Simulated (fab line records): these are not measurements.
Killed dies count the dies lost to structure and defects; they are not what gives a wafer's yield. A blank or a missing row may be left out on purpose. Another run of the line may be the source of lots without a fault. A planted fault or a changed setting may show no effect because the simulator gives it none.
Which of the tools did it? / flow rit-cmos / 14 lots with 42 wafers sampled at 6 steps, on a route of 202 steps

## WHAT THE GAUGES READ, wafer by wafer
RIT_PLDD_TW_MEAS_10. Usual: PLDD_TW gives 2342 (standard deviation 11).
lot=L762; measured=day 3 02:00; on=film-metro-04; PLDD_TW=2361 2356 2347; flag=
lot=L763; measured=day 3 05:01; on=film-metro-02; PLDD_TW=2344 2344 2348; flag=
lot=L764; measured=day 3 07:22; on=film-metro-02; PLDD_TW=2351 2341 2355; flag=
lot=L765; measured=day 3 15:51; on=film-metro-02; PLDD_TW=2338 2343 2330; flag=
lot=L766; measured=day 3 18:22; on=film-metro-03; PLDD_TW=2340 2342 2326; flag=
lot=L768; measured=day 4 04:16; on=film-metro-02; PLDD_TW=2328 2328 2323; flag=
lot=L770; measured=day 4 18:10; on=film-metro-03; PLDD_TW=2353 2348 2359; flag=
lot=L771; measured=day 4 22:30; on=film-metro-03; PLDD_TW=2349 2347 2347; flag=
lot=L773; measured=day 5 09:53; on=film-metro-04; PLDD_TW=2360 2361 2353; flag=
lot=L775; measured=day 5 19:01; on=film-metro-03; PLDD_TW=2348 2340 2339; flag=
lot=L779; measured=day 6 14:44; on=film-metro-02; PLDD_TW=1484 1485 1483; flag=OFF
lot=L781; measured=day 6 23:40; on=film-metro-02; PLDD_TW=1478 1463 1472; flag=OFF
lot=L782; measured=day 7 06:56; on=film-metro-02; PLDD_TW=2345 2329 2329; flag=
lot=L785; measured=day 7 20:37; on=film-metro-04; PLDD_TW=2346 2338 2337; flag=

RIT_SDANNEAL_RS_MEAS_05: the measuring method here is four-point-probe. Usual: NSD_RS gives 84.58 ohm/sq (standard deviation 0.27).
lot=L762; measured=day 3 08:17; on=film-metro-03; NSD_RS (ohm/sq)=84.17 84.09 84.10; flag=
lot=L763; measured=day 3 11:08; on=film-metro-03; NSD_RS (ohm/sq)=84.38 84.70 84.30; flag=
lot=L764; measured=day 3 14:18; on=film-metro-03; NSD_RS (ohm/sq)=84.89 85.05 85.19; flag=
lot=L765; measured=day 3 22:00; on=film-metro-02; NSD_RS (ohm/sq)=84.73 84.43 84.93; flag=
lot=L766; measured=day 4 00:26; on=film-metro-02; NSD_RS (ohm/sq)=85.09 84.75 85.04; flag=
lot=L768; measured=day 4 10:23; on=film-metro-03; NSD_RS (ohm/sq)=84.60 84.82 84.71; flag=
lot=L770; measured=day 5 01:15; on=film-metro-02; NSD_RS (ohm/sq)=84.72 84.65 84.54; flag=
lot=L771; measured=day 5 05:34; on=film-metro-02; NSD_RS (ohm/sq)=84.67 84.44 84.57; flag=
lot=L773; measured=day 5 17:00; on=film-metro-02; NSD_RS (ohm/sq)=84.79 84.78 84.18; flag=
lot=L775; measured=day 6 02:44; on=film-metro-03; NSD_RS (ohm/sq)=84.37 84.48 84.70; flag=
lot=L779; measured=day 6 21:01; on=film-metro-02; NSD_RS (ohm/sq)=84.72 84.67 84.55; flag=
lot=L781; measured=day 7 06:50; on=film-metro-03; NSD_RS (ohm/sq)=84.17 83.89 84.23; flag=
lot=L782; measured=day 7 13:05; on=film-metro-02; NSD_RS (ohm/sq)=84.52 84.72 84.46; flag=
lot=L785; measured=day 8 03:56; on=film-metro-02; NSD_RS (ohm/sq)=84.79 84.42 85.07; flag=

RIT_SDANNEAL_RS_MEAS_06: the measuring method here is four-point-probe. Usual: PLDD_RS gives 178.7 ohm/sq (standard deviation 0.56).
lot=L762; measured=day 3 08:24; on=film-metro-03; PLDD_RS (ohm/sq)=176.9 177.6 177.7; flag=
lot=L763; measured=day 3 11:15; on=film-metro-03; PLDD_RS (ohm/sq)=178.3 178.4 178.3; flag=
lot=L764; measured=day 3 14:25; on=film-metro-03; PLDD_RS (ohm/sq)=177.7 178.9 178.6; flag=
lot=L765; measured=day 3 22:07; on=film-metro-02; PLDD_RS (ohm/sq)=179.0 179.5 178.9; flag=
lot=L766; measured=day 4 00:34; on=film-metro-02; PLDD_RS (ohm/sq)=178.7 179.1 178.9; flag=
lot=L768; measured=day 4 10:30; on=film-metro-03; PLDD_RS (ohm/sq)=178.4 178.6 178.6; flag=
lot=L770; measured=day 5 01:22; on=film-metro-02; PLDD_RS (ohm/sq)=178.0 178.4 178.5; flag=
lot=L771; measured=day 5 05:41; on=film-metro-02; PLDD_RS (ohm/sq)=179.5 178.9 179.1; flag=
lot=L773; measured=day 5 17:07; on=film-metro-02; PLDD_RS (ohm/sq)=178.8 179.7 179.1; flag=
lot=L775; measured=day 6 02:51; on=film-metro-03; PLDD_RS (ohm/sq)=179.0 178.5 178.7; flag=
lot=L779; measured=day 6 21:08; on=film-metro-02; PLDD_RS (ohm/sq)=593.1 591.7 593.9; flag=OFF
lot=L781; measured=day 7 06:58; on=film-metro-03; PLDD_RS (ohm/sq)=599.5 611.2 604.7; flag=OFF
lot=L782; measured=day 7 13:13; on=film-metro-02; PLDD_RS (ohm/sq)=178.3 178.9 178.9; flag=
lot=L785; measured=day 8 04:04; on=film-metro-02; PLDD_RS (ohm/sq)=179.2 179.7 179.6; flag=

## WHAT TOOL EACH LOT RAN ON (gives the tool, then ch and the chambers of the sampled wafers, and finally the start)
lot=L762; RIT_NWELL_STRIP_09=plasma-asher-04 ch 0,1, day 2 01:53; RIT_NLDD_STRIP_09=plasma-asher-01 ch 0,1, day 3 00:25; RIT_PLDD_IMPLANT_08=implanter-02 ch 0, day 3 01:41
lot=L763; RIT_NWELL_STRIP_09=plasma-asher-04 ch 0,1, day 2 05:13; RIT_NLDD_STRIP_09=plasma-asher-04 ch 0,1, day 3 03:25; RIT_PLDD_IMPLANT_08=implanter-02 ch 0, day 3 04:41
lot=L764; RIT_NWELL_STRIP_09=plasma-asher-04 ch 0,1, day 2 08:01; RIT_NLDD_STRIP_09=plasma-asher-02 ch 0,1, day 3 05:38; RIT_PLDD_IMPLANT_08=implanter-02 ch 0, day 3 07:04
lot=L765; RIT_NWELL_STRIP_09=plasma-asher-03 ch 0,1, day 2 14:31; RIT_NLDD_STRIP_09=plasma-asher-04 ch 0,1, day 3 14:14; RIT_PLDD_IMPLANT_08=implanter-02 ch 0, day 3 15:32
lot=L766; RIT_NWELL_STRIP_09=plasma-asher-04 ch 0,1, day 2 18:35; RIT_NLDD_STRIP_09=plasma-asher-04 ch 0,1, day 3 16:38; RIT_PLDD_IMPLANT_08=implanter-02 ch 0, day 3 18:03
lot=L768; RIT_NWELL_STRIP_09=plasma-asher-03 ch 0,1, day 3 04:17; RIT_NLDD_STRIP_09=plasma-asher-04 ch 0,1, day 4 02:32; RIT_PLDD_IMPLANT_08=implanter-03 ch 0, day 4 03:58
lot=L770; RIT_NWELL_STRIP_09=plasma-asher-03 ch 0,1, day 3 13:55; RIT_NLDD_STRIP_09=plasma-asher-04 ch 0,1, day 4 16:34; RIT_PLDD_IMPLANT_08=implanter-02 ch 0, day 4 17:50
lot=L771; RIT_NWELL_STRIP_09=plasma-asher-01 ch 1, day 3 21:03; RIT_NLDD_STRIP_09=plasma-asher-04 ch 0,1, day 4 20:54; RIT_PLDD_IMPLANT_08=implanter-02 ch 0, day 4 22:10
lot=L773; RIT_NWELL_STRIP_09=plasma-asher-01 ch 0,1, day 4 08:55; RIT_NLDD_STRIP_09=plasma-asher-02 ch 0,1, day 5 08:18; RIT_PLDD_IMPLANT_08=implanter-02 ch 0, day 5 09:34
lot=L775; RIT_NWELL_STRIP_09=plasma-asher-01 ch 0,1, day 4 16:43; RIT_NLDD_STRIP_09=plasma-asher-01 ch 0,1, day 5 17:24; RIT_PLDD_IMPLANT_08=implanter-02 ch 0, day 5 18:42
lot=L779; RIT_NWELL_STRIP_09=plasma-asher-04 ch 0,1, day 5 15:23; RIT_NLDD_STRIP_09=plasma-asher-04 ch 0,1, day 6 12:56; RIT_PLDD_IMPLANT_08=implanter-02 ch 0, day 6 14:26
lot=L781; RIT_NWELL_STRIP_09=plasma-asher-03 ch 0,1, day 5 21:52; RIT_NLDD_STRIP_09=plasma-asher-01 ch 0,1, day 6 21:56; RIT_PLDD_IMPLANT_08=implanter-02 ch 0, day 6 23:21
lot=L782; RIT_NWELL_STRIP_09=plasma-asher-01 ch 0,1, day 6 06:11; RIT_NLDD_STRIP_09=plasma-asher-02 ch 0, day 7 05:20; RIT_PLDD_IMPLANT_08=implanter-03 ch 0, day 7 06:37
lot=L785; RIT_NWELL_STRIP_09=plasma-asher-04 ch 0,1, day 6 17:22; RIT_NLDD_STRIP_09=plasma-asher-01 ch 1, day 7 18:49; RIT_PLDD_IMPLANT_08=implanter-03 ch 0, day 7 20:19
- RIT_NWELL_STRIP_09: strips in O2, time 180 s.
- RIT_NLDD_STRIP_09: strips in O2, time 180 s.
- RIT_PLDD_IMPLANT_08

## AS READ BY THE TOOLS THEMSELVES (means over the sampled wafers that have a number; for cases with no such wafer, the mark the record gives instead)
RIT_NWELL_STRIP_09. Usual: drypump-motor-current-A at 5.8 A, with a standard deviation of 0.46.
lot=L762; tool=plasma-asher-04; drypump-motor-current-A (A)=6.4; flag=
lot=L763; tool=plasma-asher-04; drypump-motor-current-A (A)=6.4; flag=
lot=L764; tool=plasma-asher-04; drypump-motor-current-A (A)=6.4; flag=
lot=L765; tool=plasma-asher-03; drypump-motor-current-A (A)=5.7; flag=
lot=L766; tool=plasma-asher-04; drypump-motor-current-A (A)=6.4; flag=
lot=L768; tool=plasma-asher-03; drypump-motor-current-A (A)=5.6; flag=
lot=L770; tool=plasma-asher-03; drypump-motor-current-A (A)=5.6; flag=
lot=L771; tool=plasma-asher-01; drypump-motor-current-A (A)=5.1; flag=
lot=L773; tool=plasma-asher-01; drypump-motor-current-A (A)=5.3; flag=
lot=L775; tool=plasma-asher-01; drypump-motor-current-A (A)=5.5; flag=
lot=L779; tool=plasma-asher-04; drypump-motor-current-A (A)=6.4; flag=
lot=L781; tool=plasma-asher-03; drypump-motor-current-A (A)=5.6; flag=
lot=L782; tool=plasma-asher-01; drypump-motor-current-A (A)=5.3; flag=
lot=L785; tool=plasma-asher-04; drypump-motor-current-A (A)=6.2; flag=

RIT_NLDD_STRIP_09. Usual: drypump-motor-current-A at 5.8 A, with a standard deviation of 0.48.
lot=L762; tool=plasma-asher-01; drypump-motor-current-A (A)=5.5; flag=
lot=L763; tool=plasma-asher-04; drypump-motor-current-A (A)=6.4; flag=
lot=L764; tool=plasma-asher-02; drypump-motor-current-A (A)=5.5; flag=
lot=L765; tool=plasma-asher-04; drypump-motor-current-A (A)=6.4; flag=
lot=L766; tool=plasma-asher-04; drypump-motor-current-A (A)=6.2; flag=
lot=L768; tool=plasma-asher-04; drypump-motor-current-A (A)=6.2; flag=
lot=L770; tool=plasma-asher-04; drypump-motor-current-A (A)=6.4; flag=
lot=L771; tool=plasma-asher-04; drypump-motor-current-A (A)=6.4; flag=
lot=L773; tool=plasma-asher-02; drypump-motor-current-A (A)=5.5; flag=
lot=L775; tool=plasma-asher-01; drypump-motor-current-A (A)=5.5; flag=
lot=L779; tool=plasma-asher-04; drypump-motor-current-A (A)=6.4; flag=
lot=L781; tool=plasma-asher-01; drypump-motor-current-A (A)=5.5; flag=
lot=L782; tool=plasma-asher-02; drypump-motor-current-A (A)=5.5; flag=
lot=L785; tool=plasma-asher-01; drypump-motor-current-A (A)=5.1; flag=

RIT_PLDD_IMPLANT_08. Usual: beam-on-s 9.98 s, standard deviation 0.19; dose-ions-cm2 8.999e+14, standard deviation 1e+12; end-station-pressure-torr 7.3e-06 Torr, standard deviation 3.7e-07; faraday-current-uA 2825, standard deviation 53.
lot=L762; tool=implanter-02; beam-on-s (s)=9.77; dose-ions-cm2=8.993e+14; end-station-pressure-torr (Torr)=7.2e-06; faraday-current-uA=2885; flag=
lot=L763; tool=implanter-02; beam-on-s (s)=9.87; dose-ions-cm2=9.001e+14; end-station-pressure-torr (Torr)=7.1e-06; faraday-current-uA=2855; flag=
lot=L764; tool=implanter-02; beam-on-s (s)=9.90; dose-ions-cm2=9.008e+14; end-station-pressure-torr (Torr)=7.6e-06; faraday-current-uA=2857; flag=
lot=L765; tool=implanter-02; beam-on-s (s)=9.94; dose-ions-cm2=8.994e+14; end-station-pressure-torr (Torr)=7.6e-06; faraday-current-uA=2837; flag=
lot=L766; tool=implanter-02; beam-on-s (s)=9.90; dose-ions-cm2=9.006e+14; end-station-pressure-torr (Torr)=7.5e-06; faraday-current-uA=2846; flag=
lot=L768; tool=implanter-03; beam-on-s (s)=9.92; dose-ions-cm2=9.014e+14; end-station-pressure-torr (Torr)=6.7e-06; faraday-current-uA=2845; flag=
lot=L770; tool=implanter-02; beam-on-s (s)=9.89; dose-ions-cm2=8.994e+14; end-station-pressure-torr (Torr)=7.5e-06; faraday-current-uA=2852; flag=
lot=L771; tool=implanter-02; beam-on-s (s)=10.09; dose-ions-cm2=8.996e+14; end-station-pressure-torr (Torr)=7.1e-06; faraday-current-uA=2795; flag=
lot=L773; tool=implanter-02; beam-on-s (s)=9.78; dose-ions-cm2=8.992e+14; end-station-pressure-torr (Torr)=7.3e-06; faraday-current-uA=2880; flag=
lot=L775; tool=implanter-02; beam-on-s (s)=10.05; dose-ions-cm2=8.987e+14; end-station-pressure-torr (Torr)=6.9e-06; faraday-current-uA=2806; flag=
lot=L779; tool=implanter-02; beam-on-s (s)=10.12; dose-ions-cm2=1.808e+14; end-station-pressure-torr (Torr)=5.5e-06; faraday-current-uA=560; flag=OFF
lot=L781; tool=implanter-02; beam-on-s (s)=10.07; dose-ions-cm2=1.805e+14; end-station-pressure-torr (Torr)=5.7e-06; faraday-current-uA=561; flag=OFF
lot=L782; tool=implanter-03; beam-on-s (s)=9.97; dose-ions-cm2=9.000e+14; end-station-pressure-torr (Torr)=7.3e-06; faraday-current-uA=2829; flag=
lot=L785; tool=implanter-03; beam-on-s (s)=10.06; dose-ions-cm2=9.002e+14; end-station-pressure-torr (Torr)=7.2e-06; faraday-current-uA=2802; flag=

## THE ANSWER, worked out from the rows above alone
Rule: lot off if the mean of its wafers having a number is beyond 3 standard deviations from the usual mean. Also off: a lot with no number at a reading for which 4 or more lots have one. All remaining lots with rows at the step are treated as sound. Order of review: gauges by route order, followed by the tools' own readings, for which a lot's mean as printed above is used. The first step at which some lot is off is used, and at that step the reading that is off furthest; a lot without a number counts as furthest.
Off: at RIT_PLDD_TW_MEAS_10 (PLDD_TW), L779, L781.
A tool fits if, at a process step before that reading, it ran every lot that is off, and no sound lot after the first of them. The gauges at RIT_PLDD_TW_MEAS_10 aren't tried: what is off there is off at RIT_PLDD_IMPLANT_08 too, on other tools, and a gauge's error can't cause that. One fits: implanter-02 at RIT_PLDD_IMPLANT_08. A fault onset in the window from L775 (day 5 18:42, its last sound lot) to L779 (day 6 14:26, its first lot off) fits.
The tool's own readings at RIT_PLDD_IMPLANT_08 bear it out: on the lots that are off they differ by more than 5 times the standard deviation of the sound lots' means. dose-ions-cm2 reads 1.806e+14 there against 8.999e+14 on the sound lots; end-station-pressure-torr reads 5.6e-06 Torr there against 7.3e-06 Torr on the sound lots; faraday-current-uA reads 560 there against 2841 on the sound lots.

## WHAT HAD BEEN PUT IN BY THE SIMULATOR
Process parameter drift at RIT_PLDD_IMPLANT_08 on implanter-02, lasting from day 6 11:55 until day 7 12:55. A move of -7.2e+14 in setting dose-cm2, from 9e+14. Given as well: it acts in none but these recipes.
Struck lots among those shown: L779, L781. The rule above found the same.
